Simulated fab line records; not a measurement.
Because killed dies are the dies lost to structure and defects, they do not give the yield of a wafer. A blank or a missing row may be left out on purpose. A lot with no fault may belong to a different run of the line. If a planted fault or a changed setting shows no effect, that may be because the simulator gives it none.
Which of the tools did it? | flow rit_cmos | 45 wafers from 15 lots sampled at 2 of the route's 202 steps

## WHAT THE GAUGES SHOWED, per wafer
RIT_WELLDRIVE_RS_MEAS_02: uses a four-point probe to measure. Usual: PWELL_RS typically reads 429.3 ohm/sq, with standard deviation 1.2.
lot  | measured    | on            | PWELL_RS (ohm/sq) | flag
L825 | day 2 07:31 | film_metro-01 | 430.7 430.4 429.1 |
L826 | day 2 09:28 | film_metro-02 | 430.2 429.3 429.7 |
L827 | day 2 15:22 | film_metro-01 | 432.2 430.7 432.3 |
L830 | day 3 09:02 | film_metro-02 | 427.8 428.5 427.2 |
L831 | day 3 13:26 | film_metro-04 | 427.2 428.0 427.9 |
L832 | day 3 17:05 | film_metro-02 | 416.7 417.5 418.5 | OFF
L833 | day 3 22:11 | film_metro-01 | 416.8 417.9 418.7 | OFF
L834 | day 4 06:14 | film_metro-02 | 417.1 417.5 417.7 | OFF
L835 | day 4 10:59 | film_metro-01 | 430.0 430.4 431.3 |
L843 | day 6 07:16 | film_metro-01 | 428.9 429.4 430.1 |
L845 | day 6 12:47 | film_metro-01 | 429.9 429.6 429.7 |
L844 | day 6 12:44 | film_metro-04 | 429.3 429.6 427.8 |
L846 | day 6 15:16 | film_metro-04 | 427.6 430.8 428.9 |
L847 | day 6 19:44 | film_metro-02 | 427.9 428.4 427.6 |
L848 | day 7 02:23 | film_metro-04 | 428.8 428.7 428.6 |

## EACH LOT AND THE TOOL THAT RAN IT (in order: tool; ch and the chambers of the sampled wafers; start)
lot  | RIT_PWELL_IMPLANT_08
L825 | implanter-01 ch 0, day 2 00:47
L826 | implanter-02 ch 0, day 2 03:53
L827 | implanter-04 ch 0, day 2 09:47
L830 | implanter-02 ch 0, day 3 01:51
L831 | implanter-02 ch 0, day 3 07:44
L832 | implanter-02 ch 0, day 3 11:31
L833 | implanter-02 ch 0, day 3 15:30
L834 | implanter-02 ch 0, day 4 00:39
L835 | implanter-01 ch 0, day 4 03:34
L843 | implanter-01 ch 0, day 6 00:57
L845 | implanter-01 ch 0, day 6 06:09
L844 | implanter-04 ch 0, day 6 06:19
L846 | implanter-04 ch 0, day 6 09:40
L847 | implanter-01 ch 0, day 6 13:56
L848 | implanter-04 ch 0, day 6 20:16
- RIT_PWELL_IMPLANT_08

## WHAT THE TOOLS THEMSELVES READ (means of the sampled wafers that have a number; where no wafer has one, the mark that the record gives instead)
RIT_PWELL_IMPLANT_08. Usual: beam_energy_keV 170.00, standard deviation 0.048; beam_on_s 10.01 s, standard deviation 0.21.
lot  | tool         | beam_energy_keV | beam_on_s (s) | flag
L825 | implanter-01 | 170.00          | 10.01         |
L826 | implanter-02 | 170.05          | 9.84          |
L827 | implanter-04 | 170.00          | 9.90          |
L830 | implanter-02 | 169.97          | 10.01         |
L831 | implanter-02 | 169.97          | 10.15         |
L832 | implanter-02 | 220.93          | 10.11         | OFF
L833 | implanter-02 | 220.95          | 10.06         | OFF
L834 | implanter-02 | 220.96          | 10.08         | OFF
L835 | implanter-01 | 169.99          | 10.04         |
L843 | implanter-01 | 170.02          | 10.10         |
L845 | implanter-01 | 169.97          | 10.04         |
L844 | implanter-04 | 170.00          | 10.02         |
L846 | implanter-04 | 170.05          | 9.99          |
L847 | implanter-01 | 169.96          | 10.07         |
L848 | implanter-04 | 170.10          | 10.00         |

## THE ANSWER, worked out from the rows above alone
Rule: lot off if the mean of its wafers having a number is beyond 3 standard deviations from the usual mean. Also off: a lot with no number at a reading for which 4 or more lots have one. Any other lot the step has rows for is counted as sound. Order of review: gauges by route order, followed by the tools' own readings, for which a lot's mean as printed above is used. The first step at which some lot is off is used, and at that step the reading that is off furthest; a lot without a number counts as furthest.
Off: at RIT_WELLDRIVE_RS_MEAS_02 (PWELL_RS), L832, L833, L834.
A tool fits if, at a process step before that reading, it ran every lot that is off, and no sound lot after the first of them. Not tried: the gauges at RIT_WELLDRIVE_RS_MEAS_02; whatever is off there is also off at RIT_PWELL_IMPLANT_08, on other tools, and gauge error can't account for it. One fits: implanter-02 at RIT_PWELL_IMPLANT_08. Its last sound lot is L831 (day 3 07:44), its first lot that is off L832 (day 3 11:31): a fault that began between those two fits.
On the lots that are off, the tool's own readings at RIT_PWELL_IMPLANT_08 differ by more than 5 times the standard deviation of the sound lots' means, which bears it out; beam_energy_keV reads 220.95 there versus 170.01 on the sound lots.

## WHAT THE SIMULATOR PUT IN
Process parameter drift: implanter-02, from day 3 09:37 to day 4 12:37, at RIT_PWELL_IMPLANT_08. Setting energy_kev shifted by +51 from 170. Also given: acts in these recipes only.
Shown lots that were struck: L832, L833, L834. The rule above reached the same finding.
